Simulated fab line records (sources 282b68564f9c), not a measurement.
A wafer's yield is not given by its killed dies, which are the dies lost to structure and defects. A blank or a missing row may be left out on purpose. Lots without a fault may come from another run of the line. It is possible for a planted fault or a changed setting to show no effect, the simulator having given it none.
Which tool was responsible? || flow ritCmos || Sampling: 14 lots, 42 wafers, 2 of 202 route steps

## WHAT THE GAUGES SHOWED, per wafer
The record lacks any reading of a measuring or inspecting step that a usual standard deviation could be used to judge.

## EACH LOT AND THE TOOL THAT RAN IT (in order: tool; ch and the chambers of the sampled wafers; start)
{"lot": "L181", "RIT_NLDD_DEVELOP_05": "lithoTrack-03 ch 0, day 2 20:00", "RIT_M1_PROBE_99": "-"}
{"lot": "L182", "RIT_NLDD_DEVELOP_05": "lithoTrack-01 ch 0, day 2 22:00", "RIT_M1_PROBE_99": "-"}
{"lot": "L183", "RIT_NLDD_DEVELOP_05": "lithoTrack-02 ch 0, day 3 02:00", "RIT_M1_PROBE_99": "prober-02, day 3 18:26"}
{"lot": "L184", "RIT_NLDD_DEVELOP_05": "lithoTrack-03 ch 0, day 3 07:00", "RIT_M1_PROBE_99": "prober-01, day 3 23:54"}
{"lot": "L186", "RIT_NLDD_DEVELOP_05": "lithoTrack-02 ch 0, day 3 20:00", "RIT_M1_PROBE_99": "-"}
{"lot": "L189", "RIT_NLDD_DEVELOP_05": "lithoTrack-02 ch 0, day 4 08:00", "RIT_M1_PROBE_99": "prober-02, day 5 00:56"}
{"lot": "L190", "RIT_NLDD_DEVELOP_05": "lithoTrack-01 ch 0, day 4 14:00", "RIT_M1_PROBE_99": "prober-01, day 5 05:56"}
{"lot": "L192", "RIT_NLDD_DEVELOP_05": "lithoTrack-01 ch 0, day 5 05:00", "RIT_M1_PROBE_99": "-"}
{"lot": "L193", "RIT_NLDD_DEVELOP_05": "lithoTrack-03 ch 0, day 5 08:00", "RIT_M1_PROBE_99": "-"}
{"lot": "L194", "RIT_NLDD_DEVELOP_05": "lithoTrack-03 ch 0, day 5 14:00", "RIT_M1_PROBE_99": "prober-02, day 6 06:38"}
{"lot": "L195", "RIT_NLDD_DEVELOP_05": "lithoTrack-01 ch 0, day 5 16:00", "RIT_M1_PROBE_99": "-"}
{"lot": "L197", "RIT_NLDD_DEVELOP_05": "lithoTrack-03 ch 0, day 6 02:00", "RIT_M1_PROBE_99": "-"}
{"lot": "L203", "RIT_NLDD_DEVELOP_05": "lithoTrack-02 ch 0, day 7 06:00", "RIT_M1_PROBE_99": "-"}
{"lot": "L204", "RIT_NLDD_DEVELOP_05": "lithoTrack-01 ch 0, day 7 12:00", "RIT_M1_PROBE_99": "-"}
- RIT_NLDD_DEVELOP_05: develop time 50 s.
- RIT_M1_PROBE_99

## AS READ BY THE TOOLS THEMSELVES (means over the sampled wafers that have a number; for cases with no such wafer, the mark the record gives instead)
RIT_NLDD_DEVELOP_05. Usual: 22.98 C for developerTempC, sd 0.095.
{"lot": "L181", "tool": "lithoTrack-03", "developerTempC (C)": 22.98, "flag": ""}
{"lot": "L182", "tool": "lithoTrack-01", "developerTempC (C)": 22.99, "flag": ""}
{"lot": "L183", "tool": "lithoTrack-02", "developerTempC (C)": 23.02, "flag": ""}
{"lot": "L184", "tool": "lithoTrack-03", "developerTempC (C)": 23.09, "flag": ""}
{"lot": "L186", "tool": "lithoTrack-02", "developerTempC (C)": 22.92, "flag": ""}
{"lot": "L189", "tool": "lithoTrack-02", "developerTempC (C)": 22.94, "flag": ""}
{"lot": "L190", "tool": "lithoTrack-01", "developerTempC (C)": 23.01, "flag": ""}
{"lot": "L192", "tool": "lithoTrack-01", "developerTempC (C)": 22.90, "flag": ""}
{"lot": "L193", "tool": "lithoTrack-03", "developerTempC (C)": 22.97, "flag": ""}
{"lot": "L194", "tool": "lithoTrack-03", "developerTempC (C)": 25.40, "flag": "OFF"}
{"lot": "L195", "tool": "lithoTrack-01", "developerTempC (C)": 22.87, "flag": ""}
{"lot": "L197", "tool": "lithoTrack-03", "developerTempC (C)": 25.26, "flag": "OFF"}
{"lot": "L203", "tool": "lithoTrack-02", "developerTempC (C)": 22.94, "flag": ""}
{"lot": "L204", "tool": "lithoTrack-01", "developerTempC (C)": 23.09, "flag": ""}

RIT_M1_PROBE_99. Usual: killedAtContacts 0.1, standard deviation 0.36; killedAtFrontEnd 7.2, standard deviation 2.9; killedDies 7.4, standard deviation 2.9; killedOpen 3.8, standard deviation 2; killedShort 3.5, standard deviation 2.
{"lot": "L183", "tool": "prober-02", "killedAtContacts": 0.0, "killedAtFrontEnd": 5.3, "killedDies": 5.3, "killedOpen": 2.7, "killedShort": 2.7, "flag": ""}
{"lot": "L184", "tool": "prober-01", "killedAtContacts": 0.0, "killedAtFrontEnd": 10.0, "killedDies": 10.0, "killedOpen": 6.0, "killedShort": 4.0, "flag": ""}
{"lot": "L189", "tool": "prober-02", "killedAtContacts": 0.3, "killedAtFrontEnd": 8.3, "killedDies": 8.7, "killedOpen": 6.0, "killedShort": 2.7, "flag": ""}
{"lot": "L190", "tool": "prober-01", "killedAtContacts": 0.3, "killedAtFrontEnd": 8.7, "killedDies": 9.0, "killedOpen": 4.0, "killedShort": 5.0, "flag": ""}
{"lot": "L194", "tool": "prober-02", "killedAtContacts": 0.3, "killedAtFrontEnd": 6.7, "killedDies": 7.0, "killedOpen": 3.3, "killedShort": 3.0, "flag": ""}

## THE ANSWER, worked out from the rows above alone
Rule: a lot counts as off when the mean over its wafers that have a number is more than 3 standard deviations away from the usual mean. Also off: a lot with no number at a reading for which 4 or more lots have one. All remaining lots with rows at the step are treated as sound. The gauges are gone through in route order, then the tools' own readings, and for those a lot's mean is taken as printed above. At the first step where some lot is off, the reading lying furthest off is the one used; lots without a number count as furthest.
Off, at RIT_NLDD_DEVELOP_05 on developerTempC: L194, L197.
A tool fits if, at that step or a process step before it, it ran every lot that is off, and no sound lot after the first of them. One fits: lithoTrack-03 at RIT_NLDD_DEVELOP_05. A fault onset in the window from L193 (day 5 08:00, its last sound lot) to L194 (day 5 14:00, its first lot off) fits.
The tool's own readings at RIT_NLDD_DEVELOP_05 bear it out: on the lots that are off they differ by more than 5 times the standard deviation of the sound lots' means. developerTempC reads 25.33 C there against 22.98 C on the sound lots.

## WHAT THE SIMULATOR PUT IN
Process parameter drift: lithoTrack-03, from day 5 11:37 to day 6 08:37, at RIT_NLDD_DEVELOP_05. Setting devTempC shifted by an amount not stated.
Lots struck among those shown: L194, L197. This agrees with what the rule above found.
